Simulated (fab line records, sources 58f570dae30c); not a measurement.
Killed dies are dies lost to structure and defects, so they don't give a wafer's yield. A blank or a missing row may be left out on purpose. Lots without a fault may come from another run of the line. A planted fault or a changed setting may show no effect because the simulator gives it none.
One fault seen from 2 desks | flow berkeley_cmos170 | each desk has only its own numbers; what lay behind them comes last

THE TOOL OWNER'S DESK: implanter-03
The tool's own readings at UCB170_PLDD_IMPLANT_08: means of the sampled wafers that have a number, for each lot that ran on this tool. A lot is out of limits, marked OUT, if its mean lies more than 4 standard deviations from the usual mean; the brackets give that distance.
Columns: A = dose_ions_cm2 at UCB170_PLDD_IMPLANT_08, usual 5e+13; B = faraday_current_uA at UCB170_PLDD_IMPLANT_08, usual 158
lot  | first seen here | A                       | B
L367 | day 5 10:55     | 5e+13                   | 158
L370 | day 6 21:33     | 5e+13                   | 157
L372 | day 7 13:26     | 3e+13 (-99 or more) OUT | 91 (-21) OUT
L374 | day 7 19:47     | 3e+13 (-99 or more) OUT | 93 (-20) OUT
This desk's finding: out of limits on L372, L374; first on L372, day 7 13:26 (dose_ions_cm2 at UCB170_PLDD_IMPLANT_08). In limits: L367, L370.

THE METROLOGY DESK
What the gauges read, lot by lot, whatever tool the lot ran on: means of the sampled wafers that have a number. A lot is out of limits, marked OUT, if its mean lies more than 4 standard deviations from the usual mean; the brackets give that distance.
Columns: A = GATE_OXIDE_THK at UCB170_GATE_THK_MEAS_02, usual 6.60 nm; B = PLDD_TW at UCB170_PLDD_TW_MEAS_11, usual 1015; C = NLDD_OVL at UCB170_NLDD_OVL_MEAS_07, usual 3 nm; D = PLDD_RS at UCB170_SDANNEAL_RS_MEAS_04, usual 1030.7 ohm/sq
lot  | first seen here | A    | B              | C  | D
L367 | day 5 01:29     | 6.49 | 1009           | -4 | 1034.6
L369 | day 6 05:01     | 6.55 | 1025           | -1 | 1027.6
L370 | day 6 10:16     | 6.61 | 1011           | 11 | 1029.8
L373 | day 7 00:38     | 6.75 | 1007           | -5 | 1029.3
L372 | day 7 05:02     | 6.48 | 938 (-8.6) OUT | -1 | 1236.6 (+86) OUT
L374 | day 7 09:32     | 6.55 | 947 (-7.5) OUT | -2 | 1243.8 (+89) OUT
L378 | day 8 05:19     | 6.55 | 1006           | 7  | 1030.4
L382 | day 8 23:11     | 6.64 | 1024           | 5  | 1031.9
L379 | day 8 23:15     | 6.68 | 1024           | 2  | 1028.6
L384 | day 9 10:25     | 6.51 | 1028           | 3  | 1029.5
L386 | day 9 20:44     | 6.61 | 1023           | -5 | 1030.2
L388 | day 10 06:18    | 6.68 | 1005           | -4 | 1030.2
L389 | day 10 06:18    | 6.92 | 1001           | 5  | 1032.1
L390 | day 10 06:23    | 6.73 | 1022           | -3 | 1031.8
This desk's finding: out of limits on L372, L374; first on L372, day 7 13:49 (PLDD_TW at UCB170_PLDD_TW_MEAS_11). In limits: L367, L369, L370, L373, L378, L382, L379, L384, L386, L388, L389, L390.

PUT TOGETHER
The tool owner's desk could have raised an alarm at day 7 13:26, on L372, L374.
The metrology desk could have raised an alarm at day 7 13:49, on L372, L374.
Of the lots named, all ran UCB170_PLDD_IMPLANT_08 on implanter-03.

WHAT THE SIMULATOR HAD PUT IN
Process parameter drift: implanter-03, from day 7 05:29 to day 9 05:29, at UCB170_PLDD_IMPLANT_08. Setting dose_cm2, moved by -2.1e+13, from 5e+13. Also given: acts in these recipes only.
Lots struck among those shown: L372, L374.
Hours from the fault's start to each desk's first reading out of limits: the tool owner's desk, 8; the metrology desk, 8.
